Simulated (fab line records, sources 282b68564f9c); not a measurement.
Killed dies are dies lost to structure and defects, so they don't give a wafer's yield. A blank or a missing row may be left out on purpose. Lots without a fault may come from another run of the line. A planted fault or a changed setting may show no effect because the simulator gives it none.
fab line records | flow rit_cmos
record lots=14 wafers=42 last_day=8
route steps=202 shown NSD@133 M1@202
lots that met no fault: from a run of the same line without faults
start_h: hours from the record's first day to the start of the lot's first wafer shown | wait_h: hours since the lot's step before | " the same as in the row above | L1.1+2: a row that stands for several wafers | - no value, or no start given | * or withheld: withheld | < > ~ a bound
route shown NAME@n: a module of which the file shows steps, and the number in the route of the first | usual: mean/standard deviation of fault-free wafers | same: alike in all rows | chamber/n: place in a boat | sites: the reading at each site | _std_site: their standard deviation | _edge_site: outer sites' mean less inner sites' | radius_mm: how far each site lies from the wafer's centre | mask NAME#n: copy n | behind: the tool/chamber that last shaped the wafer | hold: why the lot was held/for how many hours/how that ended | device: the transistor (n, p or np) that didn't switch | end of line: the same wafers' tests at the end of the route | a step without rows: its recipe alone | killed: dies lost to structure and defects at the first sort, not the wafer's yield | map: a wafer's dies, x killed, . not, _ none there
set.NAME: the setting as run; set.NAME@STEP: as run at that earlier step | model.NAME: the simulator's own value behind a step, which no gauge read
steps of the route over a sample of lots; a table a step, a row a wafer
## steps
# step RIT_NSD_SOFTBAKE_02
# recipe resist=NOVOLAK temp_c=90 time_s=60
# usual heater_power_total_W=34.57/0.05 plate_temp_C=89.99/0.12
# same time_s=60
# columns lot.wafer tool chamber start_h wait_h heater_power_total_W plate_temp_C
L544.1 litho_track-02 0 57.09 0.1 34.62 90.05
L544.2 " 0 " " 34.57 90.00
L544.6 " 0 " " 34.57 90.02
L545.2 litho_track-04 0 59.03 0.1 34.57 90.26
L545.4 " 0 " " 34.59 90.09
L545.6 " 0 " " 34.53 90.05
L547.2 litho_track-02 0 65.98 0.1 34.48 89.88
L547.5 " 0 " " 34.58 90.06
L547.6 " 0 " " 34.58 89.92
L549.2 litho_track-04 0 79.36 0.1 34.52 89.99
L549.3 " 0 " " 34.61 90.12
L549.6 " 0 " " 34.50 89.89
L550.2 litho_track-02 0 79.36 0.1 34.52 90.00
L550.4 " 0 " " 34.53 90.01
L550.5 " 0 " " 34.58 90.04
L552.2 litho_track-04 0 89.35 0.1 34.63 90.02
L552.3 " 0 " " 34.61 90.10
L552.4 " 0 " " 34.62 89.84
L553.1 litho_track-01 0 92.88 0.1 34.61 89.79
L553.5 " 0 " " 34.60 89.91
L553.6 " 0 " " 34.63 90.02
L554.1 litho_track-04 0 98.22 0.1 34.52 89.88
L554.2 " 0 " " 34.53 90.04
L554.6 " 0 " " 34.64 89.82
L556.3 litho_track-01 0 108.70 0.1 34.55 89.89
L556.4 " 0 " " 34.55 90.08
L556.5 " 0 " " 34.48 90.11
L560.2 litho_track-02 0 129.60 0.1 33.20 87.51
L560.3 " 0 " " 33.20 87.45
L560.5 " 0 " " 33.30 87.23
L561.2 litho_track-02 0 138.81 0.1 33.16 87.42
L561.5 " 0 " " 33.26 87.51
L561.6 " 0 " " 33.31 87.49
L564.1 litho_track-04 0 156.59 0.1 34.56 90.15
L564.3 " 0 " " 34.50 89.98
L564.4 " 0 " " 34.51 90.18
L565.1 litho_track-04 0 163.52 0.1 34.49 90.01
L565.5 " 0 " " 34.56 89.83
L565.6 " 0 " " 34.61 90.01
L566.4 litho_track-04 0 172.60 0.1 34.60 90.12
L566.5 " 0 " " 34.60 90.14
L566.6 " 0 " " 34.55 90.19
# step RIT_M1_PROBE_99
# usual killed_at_M0_to_M3=0.0/0.12 killed_at_contacts=0.0/0.2 killed_at_front_end=7/3 killed_dies=7/3 killed_on_rim=2.1/1.6 killed_open=3.4/1.8 killed_short=3.8/2.1
# same gross_dies=264 killed_at_M4_up=0 killed_at_back_side=0 killed_at_other=0
# columns lot.wafer tool chamber start_h wait_h killed_at_M0_to_M3 killed_at_contacts killed_at_front_end killed_dies killed_on_rim killed_open killed_short
L547.2 prober-02 - 77.26 0.1 0 0 7 7 0 3 4
L547.5 prober-02 - 77.41 0.2 0 0 5 5 1 1 4
L547.6 prober-02 - 77.46 0.2 0 0 7 7 1 4 3
L550.2 prober-01 - 90.68 0.1 0 0 8 8 4 3 5
L550.4 prober-01 - 90.78 0.2 0 0 9 9 4 5 4
L550.5 prober-01 - 90.83 0.2 0 0 3 3 1 0 3
L553.1 prober-01 - 103.39 0.1 0 0 5 5 3 1 4
L553.5 prober-01 - 103.59 0.2 0 0 9 9 2 5 4
L553.6 prober-01 - 103.64 0.2 0 0 3 3 1 1 2
L556.3 prober-02 - 119.29 0.2 0 0 9 9 2 6 3
L556.4 prober-02 - 119.34 0.2 0 0 13 13 2 5 8
L556.5 prober-02 - 119.39 0.2 0 1 8 9 3 5 4
L560.2 prober-02 - 140.15 0.1 0 0 8 8 4 4 4
L560.3 prober-02 - 140.20 0.2 0 0 6 6 0 3 3
L560.5 prober-02 - 140.30 0.2 0 0 8 8 5 3 5
L564.1 prober-02 - 167.06 0.1 0 0 13 13 2 4 9
L564.3 prober-02 - 167.16 0.2 0 0 5 5 1 3 2
L564.4 prober-02 - 167.21 0.2 0 0 10 10 2 6 4
# killed by level:class
L547.2 GATE:geometric_particle:short=3 FOX1:geometric_particle:open=1 FOX2:geometric_particle:open=1 REOX:geometric_particle:short=1 SPACER:geometric_particle:open=1
L547.5 GATE:geometric_particle:short=2 FOX1:geometric_particle:short=1 FOX2:geometric_particle:open=1 SPACER:geometric_particle:short=1
L547.6 FOX1:geometric_particle:open=1 FOX2:geometric_particle:open=1 GATE:geometric_particle:short=1 REOX:geometric_particle:short=1 REOX:geometric_particle:open=1 SPACER:geometric_particle:open=1 SILICIDE:geometric_particle:short=1
L550.2 GATE:geometric_particle:short=5 GATE:geometric_particle:open=2 SPACER:geometric_particle:open=1
L550.4 GATE:geometric_particle:open=4 GATE:geometric_particle:short=3 FOX2:geometric_particle:open=1 SILICIDE:geometric_particle:short=1
L550.5 FOX1:geometric_particle:short=1 GATE:geometric_particle:short=1 REOX:geometric_particle:short=1
L553.1 FOX1:geometric_particle:short=1 FOX2:geometric_particle:short=1 GATE:geometric_particle:short=1 SILICIDE:geometric_particle:short=1 SILICIDE:geometric_particle:open=1
L553.5 GATE:geometric_particle:open=2 REOX:geometric_particle:short=2 FOX2:geometric_particle:open=1 GATE:geometric_particle:short=1 SPACER:geometric_particle:short=1 SPACER:geometric_particle:open=1 SILICIDE:geometric_particle:open=1
L553.6 FOX1:geometric_particle:short=1 GATE:geometric_particle:open=1 SPACER:geometric_particle:short=1
L556.3 FOX1:geometric_particle:open=3 GATE:geometric_particle:short=2 GATE:geometric_particle:open=2 SPACER:geometric_particle:open=1 SILICIDE:geometric_particle:short=1
L556.4 GATE:geometric_particle:short=3 FOX1:geometric_particle:short=2 GATE:geometric_particle:open=2 SPACER:geometric_particle:short=2 ACTIVE:geometric_particle:open=1 FOX1:geometric_particle:open=1 SPACER:geometric_particle:open=1 SILICIDE:geometric_particle:short=1
L556.5 GATE:geometric_particle:open=3 FOX1:geometric_particle:open=1 FOX2:geometric_particle:short=1 GATE:geometric_particle:short=1 SPACER:geometric_particle:open=1 SPACER:geometric_particle:short=1 CONTACT:geometric_particle:short=1
L560.2 FOX1:geometric_particle:open=4 GATE:geometric_particle:short=4
L560.3 FOX1:geometric_particle:open=2 FOX1:geometric_particle:short=1 GATE:geometric_particle:short=1 REOX:geometric_particle:open=1 SPACER:geometric_particle:short=1
L560.5 FOX1:geometric_particle:short=4 FOX1:geometric_particle:open=1 GATE:geometric_particle:open=1 REOX:geometric_particle:short=1 REOX:geometric_particle:open=1
L564.1 GATE:geometric_particle:short=4 FOX1:geometric_particle:short=3 FOX1:geometric_particle:open=2 FOX2:geometric_particle:short=2 GATE:geometric_particle:open=2
L564.3 GATE:geometric_particle:open=3 GATE:geometric_particle:short=2
L564.4 FOX1:geometric_particle:open=3 FOX2:geometric_particle:short=2 GATE:geometric_particle:short=2 SILICIDE:geometric_particle:open=2 GATE:geometric_particle:open=1
## key
first_sign step=RIT_NSD_SOFTBAKE_02 reading=heater_power_total_W direction=down sigmas=27 usual=34.57 struck=33.24
effect step=RIT_NSD_SOFTBAKE_02 reading=plate_temp_C direction=down sigmas=21 usual=* struck=*
met_at RIT_NSD_SOFTBAKE_02
struck_lots L560,L561
tester_left_out L560,L561
onset_between 79.36 129.60
fault kind=process_parameter_drift tool=litho_track-02 chamber=- onset_h=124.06 steps=RIT_NSD_SOFTBAKE_02 channel=temp_c offset=* shape=step end_h=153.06 acts_in=* stated=*
# tester_left_out: of these lots the tester's yield and bins aren't shown, on N5 and GAA mostly nor the transistor test; their killed dies are dies lost to structure and defects alone, not to doping, threshold or leakage, so they don't give the yield
